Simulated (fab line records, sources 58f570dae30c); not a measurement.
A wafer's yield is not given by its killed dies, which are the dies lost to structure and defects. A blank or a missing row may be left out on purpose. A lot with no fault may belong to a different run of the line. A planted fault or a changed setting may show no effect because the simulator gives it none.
Comparing a struck lot with a sound one -- flow berkeley-cmos170 -- 19 out of 331 route steps
Sound: these wafers, L664.2, L664.4, L664.5. Wafers struck: L665.1, L665.3, L665.5. The cause comes at the end.
Per side, at each step with rows, come the tool, then ch with its chambers, and then its first start. Under that, the readings that differ: sound wafers -- struck wafers -- difference of the means -- sigmas: that difference in standard deviations of wafers without a fault.
alike: words and numbers the same on both sides, and readings whose means are apart by under 2 such deviations; not compared: readings that were withheld, readings missing a value for some wafer, numbers with overlapping values and no deviation given by the record, and bounds like >300 which may hide the same value.
A row with sigmas, a row that says differs or no value, or rows on one side alone: a step with any of these is where the two part. Numbers that have no deviation but don't overlap get no sigmas and don't part them. Lack of a reading on every wafer of one side parts them only where that side has two or more wafers.

UCB170_M2_STRIP_19: strips in O2.
  sound on plasma-asher-02 ch 0,1, day 7 06:30; struck on plasma-asher-02 ch 0,1, day 8 02:52
  alike: chamber-pressure-mTorr, drypump-motor-current-A, oes-product-au
  not compared: rf-hours-counter-h
UCB170_M2_CD_MEAS_90: the cd target is 700 nm.
  sound: cd-sem-02 at day 7 06:37; struck: cd-sem-02 at day 8 02:58
  alike: cd-nm
UCB170_V2_CVD_00: deposits SiO2 from TEOS/O2, target thk 2000 nm, time 250 s.
  sound on pecvd-01 ch 0,1,2, day 7 06:43; struck on pecvd-03 ch 0,2, day 8 03:05
  alike: heater-power-w
UCB170_V2_THK_MEAS_01:
  sound: film-metro-01 at day 7 06:53; struck: film-metro-02 at day 8 03:15
  alike: V2_TEOS_THK
UCB170_V2_CMP_02: polishes SiO2.
  sound on cmp-01 ch 1,2, day 7 06:56; struck on cmp-01 ch 1,2, day 8 03:19
  alike: motor-current-A
UCB170_V2_BOW_MEAS_03:
  sound: film-metro-02 at day 7 07:15; struck: film-metro-02 at day 8 03:37
  alike: V2_BOW
UCB170_V2_THK_MEAS_04:
  sound: film-metro-02 at day 7 07:22; struck: film-metro-02 at day 8 03:44
  alike: V2_POLISHED_THK
then, 5 steps without rows for these wafers: UCB170_V2_CLEAN_05 (cleans in DIW); UCB170_V2_HMDS_06 (prime time 60 s); UCB170_V2_COAT_07 (resist thk 900 nm); UCB170_V2_SOFTBAKE_08 (time 60 s); UCB170_V2_EXPOSE_09 (exposes mask VIA2, target cd 700 nm).
UCB170_V2_PEB_10:
  sound on litho-track-01 ch 0, day 7 08:59; struck on litho-track-01 ch 0, day 8 05:21
reading,sound,struck,difference,sigmas
heater-power-total-W (W),56.72 56.80 56.73,68.26 68.29 68.38,+11.56,+99 or more
then, 1 step without rows for these wafers: UCB170_V2_DEVELOP_11 (develop time 45 s).
UCB170_V2_CD_MEAS_12: the cd target is 700 nm.
  sound: cd-sem-01 at day 7 09:15; struck: cd-sem-02 at day 8 05:38
reading,sound,struck,difference,sigmas
cd-nm (nm),700.7 702.6 700.0,652.2 653.3 650.6,-49.1,-35
UCB170_V2_OVL_MEAS_13:
  sound: overlay-02 at day 7 09:21; struck: overlay-01 at day 8 05:45
  alike: V2_OVL
UCB170_V2_ETCH_14: etches SiO2 in CHF3/CF4/Ar, stops on Al, target depth 1250 nm, time 291 s.
  sound on rie-diel-02 ch 1,3, day 7 09:23; struck on rie-diel-02 ch 0,1, day 8 05:47
reading,sound,struck,difference,sigmas
model.V2.cd-nm (nm),700.9 703 699.4,652.5 653.4 650.7,-48.9,
  alike: chamber-pressure-mTorr, drypump-motor-current-A, oes-product-au, throttle-valve-pct
  not compared: rf-hours-counter-h
UCB170_V2_STRIP_15: strips in O2.
  sound on plasma-asher-02 ch 0,1, day 7 09:34; struck on plasma-asher-03 ch 0,1, day 8 05:58
  alike: chamber-pressure-mTorr, drypump-motor-current-A, oes-product-au, strip-time-to-endpoint-s
  not compared: rf-hours-counter-h
following that, these wafers have no rows for 1 step: UCB170_M3_PROBE_99.

## WHERE THEY PART
First at UCB170_V2_PEB_10; last, within this record, at UCB170_V2_CD_MEAS_12. Later steps at which nothing parts them and some readings are alike: UCB170_V2_OVL_MEAS_13, UCB170_V2_ETCH_14, UCB170_V2_STRIP_15.

WHY: the cause the simulator had injected
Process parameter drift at UCB170_V2_PEB_10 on litho-track-01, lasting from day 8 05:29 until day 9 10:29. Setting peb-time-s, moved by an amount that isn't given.
